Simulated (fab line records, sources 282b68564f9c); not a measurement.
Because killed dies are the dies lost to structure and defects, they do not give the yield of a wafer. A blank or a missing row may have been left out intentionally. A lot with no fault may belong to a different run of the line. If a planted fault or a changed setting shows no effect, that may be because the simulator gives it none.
Which tool was responsible? ; flow rit_cmos ; 42 wafers from 14 lots sampled at 3 of the route's 202 steps

== WHAT THE GAUGES READ, wafer by wafer ==
RIT_GATE_CD_MEAS_16: target cd 150 nm. Usual: cd_nm at 149.0 nm, with a standard deviation of 2.6.
lot;measured;on;cd_nm (nm);flag
L704;day 2 13:56;cd_sem-02;145.9 148.9 147.9;
L705;day 2 18:01;cd_sem-02;147.6 150.2 149.1;
L706;day 3 00:47;cd_sem-01;149.6 150.7 151.2;
L707;day 3 05:11;cd_sem-01;147.5 149.1 147.3;
L708;day 3 09:33;cd_sem-01;145.9 147.2 146.1;
L709;day 3 14:22;cd_sem-02;146.9 147.4 145.0;
L710;day 3 21:21;cd_sem-02;146.4 146.6 144.9;
L711;day 4 01:25;cd_sem-02;153.6 156.6 151.2;
L712;day 4 06:01;cd_sem-02;148.4 144.2 147.9;
L713;day 4 09:13;cd_sem-02;149.9 148.1 145.9;
L714;day 4 14:20;cd_sem-02;145.8 146.4 148.6;
L715;day 4 20:25;cd_sem-02;150.0 148.7 151.3;
L720;day 5 20:20;cd_sem-02;155.9 153.7 154.2;
L721;day 6 02:49;cd_sem-02;154.1 152.5 152.9;

RIT_PLDD_OVL_MEAS_06. Usual: PLDD_OVL typically reads 1.0 nm, with standard deviation 1.3.
lot;measured;on;PLDD_OVL (nm);flag
L704;day 2 20:10;overlay-02;0.7 2.3 2.5;
L705;day 3 00:22;overlay-02;-0.7 -0.8 0.6;
L706;day 3 07:01;overlay-01;1.4 1.3 0.5;
L707;day 3 11:16;overlay-01;2.7 1.8 2.2;
L708;day 3 15:38;overlay-01;0.0 0.6 1.4;
L709;day 3 20:22;overlay-02;-1.2 1.1 0.8;
L710;day 4 03:34;overlay-01;-1.0 -0.6 -0.5;
L711;day 4 07:31;overlay-01;1.8 1.9 0.7;
L712;day 4 12:31;overlay-02;4.0 0.7 1.1;
L713;day 4 15:19;overlay-02;-0.1 -2.1 -0.1;
L714;day 4 20:40;overlay-01;0.2 0.5 2.0;
L715;day 5 02:46;overlay-02;0.9 0.0 0.4;
L720;day 6 02:30;overlay-01;1.6 0.1 1.9;
L721;day 6 09:08;overlay-02;0.3 0.7 1.8;

== WHAT TOOL EACH LOT RAN ON (gives the tool, then ch and the chambers of the sampled wafers, and finally the start) ==
lot;RIT_NLDD_SOFTBAKE_02
L704;litho_track-04 ch 0, day 2 17:56
L705;litho_track-03 ch 0, day 2 22:08
L706;litho_track-04 ch 0, day 3 04:57
L707;litho_track-03 ch 0, day 3 09:17
L708;litho_track-02 ch 0, day 3 13:32
L709;litho_track-02 ch 0, day 3 18:21
L710;litho_track-04 ch 0, day 4 01:20
L711;litho_track-02 ch 0, day 4 05:28
L712;litho_track-04 ch 0, day 4 10:17
L713;litho_track-04 ch 0, day 4 13:14
L714;litho_track-04 ch 0, day 4 18:33
L715;litho_track-02 ch 0, day 5 00:38
L720;litho_track-04 ch 0, day 6 00:22
L721;litho_track-04 ch 0, day 6 06:50
- RIT_NLDD_SOFTBAKE_02: time 60 s.

== AS READ BY THE TOOLS THEMSELVES (means over the sampled wafers that have a number; for cases with no such wafer, the mark the record gives instead) ==
RIT_NLDD_SOFTBAKE_02. Usual: heater_power_total_W 34.57 W, standard deviation 0.048; plate_temp_C 89.99 C, standard deviation 0.12.
lot;tool;heater_power_total_W (W);plate_temp_C (C);flag
L704;litho_track-04;34.53;89.98;
L705;litho_track-03;34.61;90.17;
L706;litho_track-04;34.53;89.89;
L707;litho_track-03;34.56;90.10;
L708;litho_track-02;34.61;89.99;
L709;litho_track-02;34.56;90.13;
L710;litho_track-04;34.58;89.95;
L711;litho_track-02;34.57;89.81;
L712;litho_track-04;34.57;89.82;
L713;litho_track-04;34.55;90.01;
L714;litho_track-04;34.59;89.95;
L715;litho_track-02;34.55;89.92;
L720;litho_track-04;36.18;93.09;OFF
L721;litho_track-04;36.25;93.05;OFF

== THE ANSWER, worked out from the rows above alone ==
Rule: a lot is off if the mean of its wafers that have a number lies more than 3 standard deviations from the usual mean. Also off: a lot with no number at a reading for which 4 or more lots have one. Where the step has rows for the other lots, those lots are counted as sound. Order of review: gauges by route order, followed by the tools' own readings, for which a lot's mean as printed above is used. At the first step where some lot is off, the reading lying furthest off is the one used; lots without a number count as furthest.
Off, at RIT_NLDD_SOFTBAKE_02 on heater_power_total_W: L720, L721.
A tool fits if, at that step or a process step before it, it ran every lot that is off, and no sound lot after the first of them. One candidate fits, namely litho_track-04 at RIT_NLDD_SOFTBAKE_02. A fault onset in the window from L714 (day 4 18:33, its last sound lot) to L720 (day 6 00:22, its first lot off) fits.
The tool's own readings at RIT_NLDD_SOFTBAKE_02 bear it out: on the lots that are off they differ by more than 5 times the standard deviation of the sound lots' means. heater_power_total_W reads 36.22 W there against 34.57 W on the sound lots; plate_temp_C reads 93.07 C there against 89.98 C on the sound lots.

== WHAT WAS PUT IN BY THE SIMULATOR ==
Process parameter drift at RIT_NLDD_SOFTBAKE_02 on litho_track-04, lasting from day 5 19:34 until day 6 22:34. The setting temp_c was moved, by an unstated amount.
Struck lots among those shown: L720, L721. The rule above found the same.
